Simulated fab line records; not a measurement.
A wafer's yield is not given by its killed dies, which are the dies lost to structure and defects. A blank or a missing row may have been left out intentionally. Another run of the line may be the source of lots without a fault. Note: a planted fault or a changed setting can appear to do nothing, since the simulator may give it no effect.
Split-lot study | flow berkeleyCmos170 | route with 331 steps; 5 lots, 23 wafers read

## SPLIT DETAILS
At UCB170_V1_COAT_07 (resist thk 900 nm), the setting resistThkNm was moved away from the recipe's 900 nm on 6 of the 23 wafers read, by -3.5% to +5.2%. For the rest of the wafers, this setting stayed at what the recipe calls for.

Reading taken at the split's own step.

## THE READING
KrF_of_V1_COAT_07.thkNm (the simulator's own value, which no gauge read), in nm, at UCB170_V1_COAT_07 (resist thk 900 nm). The file does not state a usual value for it. The 17 wafers here that ran the recipe average 899.5 nm, standard deviation 2.7 nm.

wafer  | tool, chamber at the split | resistThkNm as run, nm | against the recipe | KrF_of_V1_COAT_07.thkNm, nm | against lot-mates on the recipe
L077.2 | lithoTrack-04, 0           | 900                    | recipe             | 906.9                       | -
L077.3 | lithoTrack-04, 0           | 900                    | recipe             | 902.5                       | -
L077.5 | lithoTrack-04, 0           | 900                    | recipe             | 903.6                       | -
L081.1 | lithoTrack-01, 0           | 900                    | recipe             | 900.6                       | -
L081.2 | lithoTrack-01, 0           | 900                    | recipe             | 896.9                       | -
L081.4 | lithoTrack-01, 0           | 900                    | recipe             | 896.7                       | -
L081.5 | lithoTrack-01, 0           | 900                    | recipe             | 898.2                       | -
L081.6 | lithoTrack-01, 0           | 900                    | recipe             | 896.8                       | -
L083.1 | lithoTrack-04, 0           | 946.4                  | +5.2%              | 943.3                       | +45.4
L083.2 | lithoTrack-04, 0           | 946.4                  | +5.2%              | 945.3                       | +47.4
L083.3 | lithoTrack-04, 0           | 900                    | recipe             | 896.8                       | -
L083.4 | lithoTrack-04, 0           | 900                    | recipe             | 898.1                       | -
L083.5 | lithoTrack-04, 0           | 900                    | recipe             | 898.8                       | -
L084.1 | lithoTrack-01, 0           | 900                    | recipe             | 898.8                       | -
L084.3 | lithoTrack-01, 0           | 900                    | recipe             | 899.3                       | -
L084.4 | lithoTrack-01, 0           | 868.6                  | -3.5%              | 864.6                       | -34.2
L084.5 | lithoTrack-01, 0           | 868.6                  | -3.5%              | 866                         | -32.8
L084.6 | lithoTrack-01, 0           | 900                    | recipe             | 898.2                       | -
L082.1 | lithoTrack-02, 0           | 900                    | recipe             | 898.7                       | -
L082.2 | lithoTrack-02, 0           | 900                    | recipe             | 899.8                       | -
L082.3 | lithoTrack-02, 0           | 900                    | recipe             | 901.3                       | -
L082.4 | lithoTrack-02, 0           | 928.6                  | +3.2%              | 926.9                       | +27.0
L082.5 | lithoTrack-02, 0           | 928.6                  | +3.2%              | 932.9                       | +33.0

THE FIT
A straight line over all 23 wafers: KrF_of_V1_COAT_07.thkNm changes by +9.18 nm for each +1% of resistThkNm; r = +0.99; the points scatter about the line by 2.8 nm.
The same after taking each lot's own level away (the mean of its wafers on the recipe; 23 wafers): +9.25 nm for each +1%; r = +1.00; scatter 1.6 nm.
Per that fit: largest resistThkNm move, reading shift of 48 nm.
Measured against the standard deviation above, the lots' own levels, which go from 897.84 to 904.33 nm, span 2.4 times it.
Consequently the slope shifts little with the lot-to-lot level, the two slopes agreeing.
Check: +48.4 nm against its lot-mates is what the line predicts for one of the wafers moved furthest among these (+5.2%) when that wafer is left out of the fit. Against them it came out at +45.4 nm.

## FURTHER SPLITS ON THESE WAFERS
Before the reading, these wafers also passed through other splits. Each is held against what the fit with the lots' levels taken away leaves over:
other split on the same wafers   | wafers away from the commonest value | r with KrF_of_V1_COAT_07.thkNm (lot level and that fit taken away)
UCB170_NLDD_IMPLANT_09 doseCm2   | 5                                    | -0.21
UCB170_NSD_PEB_04 pebTempC       | 7                                    | -0.14
UCB170_BACKSIDE_STRIP_03 powerW  | 9                                    | +0.01
UCB170_CONTACT_COAT_04 spinRpm   | 8                                    | -0.19
UCB170_M1_EXPOSE_06 doseMj       | 8                                    | +0.08
UCB170_V1_CMP_02 leaveAboveRefNm | 11                                   | -0.10

## THE WHOLE CHAIN: every reading that the file lists as answering this split, in the file's order
step               | what it does      | reading                                                                  | change (the file's fit)              | r (the file's)
UCB170_V1_COAT_07  | resist thk 900 nm | KrF_of_V1_COAT_07.thkNm (the simulator's own value, which no gauge read) | +9.24 nm for each +1% of the setting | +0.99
UCB170_V1_STRIP_15 | strips in O2      | stripTimeToEndpointS                                                     | withheld for each +1% of the setting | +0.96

## FILE'S OWN FIT
KrF_of_V1_COAT_07.thkNm changes by +9.24 nm for each +1% of resistThkNm, r = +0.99.
